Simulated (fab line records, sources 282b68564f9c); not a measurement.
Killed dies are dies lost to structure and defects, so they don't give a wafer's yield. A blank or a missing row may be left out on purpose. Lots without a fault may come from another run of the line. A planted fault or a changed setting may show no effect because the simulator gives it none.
fab line records | flow rit_cmos
record lots=7 wafers=21 last_day=7
route steps=202 shown FOX2@25 NWELL@28 PWELL@39 WELLDRIVE@50 NRETRO@53 PRETRO@64
lots that met no fault: from a run of the same line without faults
start_h: hours from the record's first day to the start of the lot's first wafer shown | wait_h: hours since the lot's step before | " the same as in the row above | L1.1+2: a row that stands for several wafers | - no value, or no start given | * or withheld: withheld | < > ~ a bound
route shown NAME@n: a module of which the file shows steps, and the number in the route of the first | usual: mean/standard deviation of fault-free wafers | same: alike in all rows | chamber/n: place in a boat | sites: the reading at each site | _std_site: their standard deviation | _edge_site: outer sites' mean less inner sites' | radius_mm: how far each site lies from the wafer's centre | mask NAME#n: copy n | behind: the tool/chamber that last shaped the wafer | hold: why the lot was held/for how many hours/how that ended | device: the transistor (n, p or np) that didn't switch | end of line: the same wafers' tests at the end of the route | a step without rows: its recipe alone | killed: dies lost to structure and defects at the first sort, not the wafer's yield | map: a wafer's dies, x killed, . not, _ none there
set.NAME: the setting as run; set.NAME@STEP: as run at that earlier step | model.NAME: the simulator's own value behind a step, which no gauge read
lots at some steps of the route; a table a step, a row a wafer
services: from which hour (start_h, from the record's first day; less than 0 if before it) a tool's chamber was out of use, for how many hours, and why
## steps
# step RIT_FOX2_CLEAN_02
# recipe chemistry=dHF dilution=50:1 time_s=180
# step RIT_FOX2_WET_ETCH_03
# recipe chemistry=H3PO4 target=Si3N4 target_depth_nm=195 temp_c=165 time_s=2700
# step RIT_FOX2_THK_MEAS_90
# recipe reads=SiO2_of_FOX2_OXIDATION_00
# usual FIELD_OXIDE_LEFT_1_THK=322/6.5
# columns lot.wafer tool chamber start_h wait_h FIELD_OXIDE_LEFT_1_THK[nm]
L494.1 film_metro-04 - 31.49 0.0 336
L494.3 " - " " 326
L494.5 " - " " 332
L495.1 film_metro-01 - 35.00 0.0 323
L495.4 " - " " 317
L495.5 " - " " 319
L496.1 film_metro-02 - 43.54 0.0 328
L496.4 " - " " 328
L496.5 " - " " 328
L504.4 film_metro-04 - 85.26 0.0 327
L504.5 " - " " 327
L504.6 " - " " 326
L506.4 film_metro-01 - 91.11 0.0 320
L506.5 " - " " 315
L506.6 " - " " 315
L513.2 film_metro-04 - 127.73 0.0 317
L513.4 " - " " 317
L513.5 " - " " 315
L514.1 film_metro-01 - 132.07 0.0 324
L514.2 " - " " 331
L514.4 " - " " 327
# step RIT_NWELL_HMDS_00
# recipe prime_time_s=60 prime_temp_c=140
# step RIT_NWELL_COAT_01
# recipe resist=NOVOLAK spin_rpm=2000 resist_thk_nm=1300
# step RIT_NWELL_SOFTBAKE_02
# recipe resist=NOVOLAK temp_c=90 time_s=60
# step RIT_NWELL_EXPOSE_03
# recipe mask_id=M2 na=0.57 target_cd_nm=43900 dose_mj=250
# step RIT_NWELL_PEB_04
# recipe resist=NOVOLAK temp_c=withheld time_s=withheld
# step RIT_NWELL_DEVELOP_05
# recipe resist=NOVOLAK develop_time_s=68 dev_temp_c=23
# step RIT_NWELL_OVL_MEAS_06
# usual NWELL_OVL=-0.3/1.4
# columns lot.wafer tool chamber start_h wait_h NWELL_OVL[nm]
L494.1 overlay-02 - 32.43 - -1.0
L494.3 " - " " -1.9
L494.5 " - " " -1.0
L495.1 overlay-02 - 35.94 - 2.5
L495.4 " - " " 0.9
L495.5 " - " " 2.3
L496.1 overlay-02 - 44.48 - -0.5
L496.4 " - " " 0.5
L496.5 " - " " -1.3
L504.4 overlay-01 - 86.37 - -0.3
L504.5 " - " " 0.5
L504.6 " - " " 0.7
L506.4 overlay-01 - 92.25 - -0.6
L506.5 " - " " -0.6
L506.6 " - " " 0.1
L513.2 overlay-02 - 128.89 - 0.2
L513.4 " - " " -0.8
L513.5 " - " " -0.3
L514.1 overlay-01 - 133.17 - 1.5
L514.2 " - " " 1.6
L514.4 " - " " -1.0
# step RIT_NWELL_HARDBAKE_07
# recipe resist=NOVOLAK temp_c=140 time_s=120
# step RIT_NWELL_IMPLANT_08
# recipe species=P energy_kev=170 dose_cm2=5e+13 tilt_deg=7
# step RIT_NWELL_STRIP_09
# recipe chemistry=O2 time_s=180 resist=NOVOLAK platen_temp_c=withheld power_w=500 pressure_mtorr=4000 o2_flow_sccm=4000
# usual chamber_pressure_mTorr=4000/3.4 drypump_motor_current_A=5.96/0.25 o2_flow_sccm=4001/12
# columns lot.wafer tool chamber start_h wait_h chamber_pressure_mTorr drypump_motor_current_A o2_flow_sccm rf_hours_counter_h model.NOVOLAK_of_NWELL_COAT_01.thk_nm
L494.1 plasma_asher-04 1 32.86 0.1 - - - - 1135
L494.3 " 1 " " - - - - 1139
L494.5 " 1 " " - - - - 1137
L495.1 plasma_asher-02 0 36.38 0.1 - - - - 1130
L495.4 " 0 " " - - - - 1129
L495.5 " 0 " " - - - - 1130
L496.1 plasma_asher-02 1 44.92 0.1 - - - - 1136
L496.4 " 1 " " - - - - 1130
L496.5 " 1 " " - - - - 1135
L504.4 plasma_asher-03 0 86.84 0.1 3998 5.93 3996 - 0
L504.5 " 0 " " 3996 5.94 3979 - 0
L504.6 " 1 " " 4005 6.31 3996 - 0
L506.4 plasma_asher-04 1 92.72 0.1 4005 5.63 4011 - 0
L506.5 " 0 " " 4004 6.28 3984 - 0
L506.6 " 1 " " 3997 5.62 4002 - 0
L513.2 plasma_asher-02 0 129.32 0.1 3999 5.93 4019 49 0
L513.4 " 1 " " 3998 5.89 3996 - 0
L513.5 " 0 " " 4001 5.94 4001 - 0
L514.1 plasma_asher-04 1 133.72 0.1 4000 5.60 3990 34 0
L514.2 " 0 " " 4005 6.30 4018 34 0
L514.4 " 0 " " 3996 6.31 4014 - 0
# step RIT_NWELL_TW_MEAS_10
# usual NWELL_TW=2164/18
# columns lot.wafer tool chamber start_h wait_h NWELL_TW
L494.1 film_metro-01 - 33.04 0.1 2145
L494.3 " - " " 2135
L494.5 " - " " 2143
L495.1 film_metro-04 - 36.56 0.1 2186
L495.4 " - " " 2175
L495.5 " - " " 2192
L496.1 film_metro-04 - 45.09 0.1 2179
L496.4 " - " " 2180
L496.5 " - " " 2182
L504.4 film_metro-04 - 86.99 0.1 2181
L504.5 " - " " 2172
L504.6 " - " " 2184
L506.4 film_metro-04 - 92.87 0.1 2176
L506.5 " - " " 2185
L506.6 " - " " 2180
L513.2 film_metro-04 - 129.51 0.1 2166
L513.4 " - " " 2175
L513.5 " - " " 2172
L514.1 film_metro-01 - 133.89 0.1 2126
L514.2 " - " " 2141
L514.4 " - " " 2123
# step RIT_PWELL_HMDS_00
# recipe prime_time_s=60 prime_temp_c=140
# step RIT_PWELL_COAT_01
# recipe resist=NOVOLAK spin_rpm=2000 resist_thk_nm=1300
# step RIT_PWELL_SOFTBAKE_02
# recipe resist=NOVOLAK temp_c=90 time_s=60
# step RIT_PWELL_EXPOSE_03
# recipe mask_id=M3 na=0.57 target_cd_nm=43700 dose_mj=250
# step RIT_PWELL_PEB_04
# recipe resist=NOVOLAK temp_c=withheld time_s=withheld
# step RIT_PWELL_DEVELOP_05
# recipe resist=NOVOLAK develop_time_s=68 dev_temp_c=23
# step RIT_PWELL_OVL_MEAS_06
# usual PWELL_OVL=0.5/1.1
# columns lot.wafer tool chamber start_h wait_h PWELL_OVL[nm]
L494.1 overlay-02 - 34.10 - 3.3
L494.3 " - " " 0.9
L494.5 " - " " 2.5
L495.1 overlay-02 - 37.62 - 0.1
L495.4 " - " " 1.0
L495.5 " - " " 1.1
L496.1 overlay-01 - 46.16 - 2.1
L496.4 " - " " 0.5
L496.5 " - " " 0.9
L504.4 overlay-02 - 87.92 - -1.5
L504.5 " - " " -0.2
L504.6 " - " " 0.3
L506.4 overlay-02 - 93.80 - 0.0
L506.5 " - " " 0.6
L506.6 " - " " 2.1
L513.2 overlay-02 - 130.54 - 0.0
L513.4 " - " " 0.8
L513.5 " - " " -0.7
L514.1 overlay-02 - 134.83 - 1.4
L514.2 " - " " 2.6
L514.4 " - " " 1.0
# step RIT_PWELL_HARDBAKE_07
# recipe resist=NOVOLAK temp_c=140 time_s=120
# step RIT_PWELL_IMPLANT_08
# recipe species=B energy_kev=170 dose_cm2=7e+13 tilt_deg=7
# step RIT_PWELL_STRIP_09
# recipe chemistry=O2 time_s=180 resist=NOVOLAK platen_temp_c=withheld power_w=500 pressure_mtorr=4000 o2_flow_sccm=4000
# usual chamber_pressure_mTorr=4000/3.8 drypump_motor_current_A=5.97/0.23 o2_flow_sccm=4002/12
# columns lot.wafer tool chamber start_h wait_h chamber_pressure_mTorr drypump_motor_current_A o2_flow_sccm rf_hours_counter_h
L494.1 plasma_asher-02 1 34.54 0.1 3999 5.87 4009 38
L494.3 " 0 " " 3995 5.94 3981 -
L494.5 " 0 " " 4005 5.95 3995 -
L495.1 plasma_asher-01 0 38.06 0.1 4002 5.55 4000 35
L495.4 " 0 " " 3998 5.58 3996 -
L495.5 " 0 " " 4005 5.58 4010 -
L496.1 plasma_asher-01 0 46.59 0.1 4000 5.57 3998 36
L496.4 " 1 " " 3999 6.07 4004 -
L496.5 " 0 " " 4002 5.58 4004 -
L504.4 plasma_asher-01 0 88.40 0.1 4002 5.58 3991 -
L504.5 " 0 " " 4006 5.57 3993 -
L504.6 " 1 " " 4007 6.07 4004 -
L506.4 plasma_asher-03 0 94.27 0.1 3995 5.94 3985 -
L506.5 " 0 " " 4003 5.93 3997 -
L506.6 " 1 " " 4006 6.32 4030 -
L513.2 plasma_asher-01 1 130.97 0.1 3995 6.08 3989 1
L513.4 " 0 " " 3998 5.59 4020 -
L513.5 " 1 " " 4000 6.08 3990 -
L514.1 plasma_asher-02 1 135.27 0.1 4003 5.84 4008 50
L514.2 " 0 " " 4002 5.95 4020 50
L514.4 " 0 " " 3999 5.95 3998 -
# step RIT_PWELL_TW_MEAS_10
# usual PWELL_TW=959/7.2
# columns lot.wafer tool chamber start_h wait_h PWELL_TW
L494.1 film_metro-03 - 34.71 0.1 30
L494.3 " - " " 30
L494.5 " - " " 30
L495.1 film_metro-04 - 38.23 0.1 31
L495.4 " - " " 30
L495.5 " - " " 31
L496.1 film_metro-01 - 46.77 0.1 30
L496.4 " - " " 30
L496.5 " - " " 30
L504.4 film_metro-03 - 88.54 0.1 963
L504.5 " - " " 967
L504.6 " - " " 965
L506.4 film_metro-01 - 94.42 0.1 957
L506.5 " - " " 952
L506.6 " - " " 951
L513.2 film_metro-03 - 131.16 0.1 965
L513.4 " - " " 962
L513.5 " - " " 968
L514.1 film_metro-01 - 135.44 0.1 948
L514.2 " - " " 944
L514.4 " - " " 946
# step RIT_WELLDRIVE_ANNEAL_00
# recipe temp_c=1100 time_s=14700 ambient=N2
# step RIT_WELLDRIVE_RS_MEAS_01
# recipe thk_meas_gauge=four-point-probe
# usual NWELL_RS=275.9/0.65
# columns lot.wafer tool chamber start_h wait_h NWELL_RS[ohm/sq]
L494.1 film_metro-04 - 40.41 0.0 275.8
L494.3 " - " " 275.9
L494.5 " - " " 275.6
L495.1 film_metro-03 - 45.18 0.0 274.1
L495.4 " - " " 275.5
L495.5 " - " " 275.0
L496.1 film_metro-01 - 53.85 0.0 277.8
L496.4 " - " " 276.4
L496.5 " - " " 277.2
L504.4 film_metro-04 - 94.59 0.1 275.4
L504.5 " - " " 275.0
L504.6 " - " " 274.9
L506.4 film_metro-04 - 100.47 0.1 275.7
L506.5 " - " " 276.4
L506.6 " - " " 277.0
L513.2 film_metro-01 - 137.55 0.0 275.7
L513.4 " - " " 276.3
L513.5 " - " " 276.6
L514.1 film_metro-04 - 142.12 0.0 275.1
L514.2 " - " " 275.8
L514.4 " - " " 276.2
# step RIT_WELLDRIVE_RS_MEAS_02
# recipe thk_meas_gauge=four-point-probe
# usual PWELL_RS=429.9/1.2
# columns lot.wafer tool chamber start_h wait_h PWELL_RS[ohm/sq]
L494.1 film_metro-04 - 40.53 0.1 429.9
L494.3 " - " " 429.7
L494.5 " - " " 429.2
L495.1 film_metro-03 - 45.30 0.1 430.2
L495.4 " - " " 430.5
L495.5 " - " " 430.7
L496.1 film_metro-01 - 53.97 0.1 432.3
L496.4 " - " " 432.6
L496.5 " - " " 431.8
L504.4 film_metro-04 - 94.71 0.1 428.7
L504.5 " - " " 428.3
L504.6 " - " " 427.6
L506.4 film_metro-04 - 100.59 0.1 430.5
L506.5 " - " " 430.0
L506.6 " - " " 430.4
L513.2 film_metro-01 - 137.67 0.1 429.3
L513.4 " - " " 430.4
L513.5 " - " " 429.4
L514.1 film_metro-04 - 142.24 0.1 429.1
L514.2 " - " " 428.8
L514.4 " - " " 428.3
# step RIT_NRETRO_HMDS_00
# recipe prime_time_s=60 prime_temp_c=140
# step RIT_NRETRO_COAT_01
# recipe resist=NOVOLAK spin_rpm=2000 resist_thk_nm=1300
# step RIT_NRETRO_SOFTBAKE_02
# recipe resist=NOVOLAK temp_c=90 time_s=60
# step RIT_NRETRO_EXPOSE_03
# recipe mask_id=M4 na=0.57 target_cd_nm=43900 dose_mj=250
# step RIT_NRETRO_PEB_04
# recipe resist=NOVOLAK temp_c=withheld time_s=withheld
# step RIT_NRETRO_DEVELOP_05
# recipe resist=NOVOLAK develop_time_s=68 dev_temp_c=23
# step RIT_NRETRO_OVL_MEAS_06
# usual NRETRO_OVL=0.4/1.2
# columns lot.wafer tool chamber start_h wait_h NRETRO_OVL[nm]
L494.1 overlay-02 - 41.63 - 0.4
L494.3 " - " " -0.5
L494.5 " - " " 0.8
L495.1 overlay-02 - 46.42 - 0.5
L495.4 " - " " 0.8
L495.5 " - " " -0.4
L496.1 overlay-01 - 55.09 - -0.9
L496.4 " - " " -0.6
L496.5 " - " " -3.1
L504.4 overlay-02 - 95.79 - 0.5
L504.5 " - " " 0.5
L504.6 " - " " 1.0
L506.4 overlay-01 - 101.67 - 0.9
L506.5 " - " " 1.3
L506.6 " - " " 1.5
L513.2 overlay-02 - 138.79 - 1.3
L513.4 " - " " 0.0
L513.5 " - " " -1.0
L514.1 overlay-02 - 143.29 - -0.8
L514.2 " - " " 0.6
L514.4 " - " " 0.5
# step RIT_NRETRO_HARDBAKE_07
# recipe resist=NOVOLAK temp_c=140 time_s=120
# step RIT_NRETRO_IMPLANT_08
# recipe species=P energy_kev=70 dose_cm2=1e+13 tilt_deg=7
# step RIT_NRETRO_STRIP_09
# recipe chemistry=O2 time_s=180 resist=NOVOLAK platen_temp_c=withheld power_w=500 pressure_mtorr=4000 o2_flow_sccm=4000
# usual chamber_pressure_mTorr=4000/4.1 drypump_motor_current_A=5.90/0.29 o2_flow_sccm=4002/9.6
# columns lot.wafer tool chamber start_h wait_h chamber_pressure_mTorr drypump_motor_current_A o2_flow_sccm rf_hours_counter_h
L494.1 plasma_asher-04 1 42.07 0.1 3994 5.58 4008 25
L494.3 " 1 " " 4003 5.60 3989 -
L494.5 " 0 " " 4007 6.31 4006 -
L495.1 plasma_asher-04 1 46.86 0.1 4008 5.61 3993 26
L495.4 " 1 " " 4001 5.58 3989 -
L495.5 " 1 " " 3999 5.61 4002 -
L496.1 plasma_asher-04 0 55.53 0.1 4003 6.32 3995 26
L496.4 " 1 " " 4003 5.62 4009 -
L496.5 " 0 " " 4006 6.32 4021 -
L504.4 plasma_asher-01 0 96.26 0.1 3993 5.59 3998 -
L504.5 " 1 " " 3996 6.06 4001 -
L504.6 " 0 " " 3999 5.55 3996 -
L506.4 plasma_asher-04 0 102.15 0.1 4000 6.31 4007 -
L506.5 " 0 " " 3996 6.33 4013 -
L506.6 " 1 " " 4003 5.60 3987 -
L513.2 plasma_asher-04 1 139.22 0.1 3998 5.56 3987 35
L513.4 " 0 " " 4002 6.27 3979 -
L513.5 " 1 " " 4003 5.58 3993 -
L514.1 plasma_asher-01 1 143.72 0.1 4000 6.07 4027 3
L514.2 " 0 " " 4000 5.59 4011 3
L514.4 " 0 " " 3999 5.58 4013 -
# step RIT_NRETRO_TW_MEAS_10
# usual NRETRO_TW=1054/7.2
# columns lot.wafer tool chamber start_h wait_h NRETRO_TW
L494.1 film_metro-02 - 42.25 0.1 30
L494.3 " - " " 30
L494.5 " - " " 30
L495.1 film_metro-03 - 47.03 0.1 30
L495.4 " - " " 30
L495.5 " - " " 30
L496.1 film_metro-01 - 55.70 0.1 30
L496.4 " - " " 30
L496.5 " - " " 30
L504.4 film_metro-02 - 96.41 0.1 1047
L504.5 " - " " 1053
L504.6 " - " " 1046
L506.4 film_metro-02 - 102.30 0.1 1045
L506.5 " - " " 1051
L506.6 " - " " 1042
L513.2 film_metro-01 - 139.40 0.1 1044
L513.4 " - " " 1045
L513.5 " - " " 1048
L514.1 film_metro-02 - 143.90 0.1 1048
L514.2 " - " " 1049
L514.4 " - " " 1052
# step RIT_PRETRO_HMDS_00
# recipe prime_time_s=60 prime_temp_c=140
# step RIT_PRETRO_COAT_01
# recipe resist=NOVOLAK spin_rpm=2000 resist_thk_nm=1300
# step RIT_PRETRO_SOFTBAKE_02
# recipe resist=NOVOLAK temp_c=90 time_s=60
# step RIT_PRETRO_TW_MEAS_10
# usual PRETRO_TW=479/4.2
# columns lot.wafer tool chamber start_h wait_h PRETRO_TW
L494.1 film_metro-04 - 43.80 0.1 31
L494.3 " - " " 31
L494.5 " - " " 30
L495.1 film_metro-02 - 48.71 0.1 30
L495.4 " - " " 30
L495.5 " - " " 30
L496.1 film_metro-03 - 57.52 0.1 30
L496.4 " - " " 30
L496.5 " - " " 30
L504.4 film_metro-04 - 98.08 0.1 483
L504.5 " - " " 482
L504.6 " - " " 481
L506.4 film_metro-02 - 104.05 0.1 475
L506.5 " - " " 475
L506.6 " - " " 476
L513.2 film_metro-02 - 141.08 0.1 474
L513.4 " - " " 475
L513.5 " - " " 475
L514.1 film_metro-04 - 145.86 0.1 480
L514.2 " - " " 481
L514.4 " - " " 484
## services
# columns tool chamber start_h hours kind
plasma_asher-04 - 84.26 1.3 repair
plasma_asher-04 - 103.48 2.8 pm
plasma_asher-01 - 108.75 9.0 pm
plasma_asher-01 0 108.75 9.0 vent_cycle
plasma_asher-01 1 108.75 9.0 vent_cycle
plasma_asher-01 0 117.75 - clean
plasma_asher-01 1 117.75 - clean
## key
first_sign step=RIT_NWELL_STRIP_09 reading=tool_record direction=missing
effect step=RIT_PWELL_TW_MEAS_10 reading=PWELL_TW direction=down sigmas=99+ usual=959 struck=30
effect step=RIT_NRETRO_TW_MEAS_10 reading=NRETRO_TW direction=down sigmas=99+ usual=1054 struck=30
effect step=RIT_PRETRO_TW_MEAS_10 reading=PRETRO_TW direction=down sigmas=99+ usual=479 struck=30
model_effect step=RIT_NWELL_STRIP_09 value=NOVOLAK_of_NWELL_COAT_01.thk_nm without=0 struck=1133
met_at RIT_NWELL_STRIP_09
struck_wafers L494.1,L494.3,L494.5,L495.1,L495.4,L495.5,L496.1,L496.4,L496.5
sort_left_out L494.1,L494.3,L494.5,L495.1,L495.4,L495.5,L496.1,L496.4,L496.5
tester_left_out L494,L495,L496
fault kind=skipped_step_whole tool=plasma_asher-02,plasma_asher-04 chamber=- onset_h=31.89 steps=RIT_NWELL_STRIP_09 scope=struck_lots_only
# tester_left_out: of these lots the tester's yield and bins aren't shown, on N5 and GAA mostly nor the transistor test; their killed dies are dies lost to structure and defects alone, not to doping, threshold or leakage, so they don't give the yield
# sort_left_out: the simulated sort isn't trusted on such a fault, so these wafers' sort isn't shown, and their yield isn't known
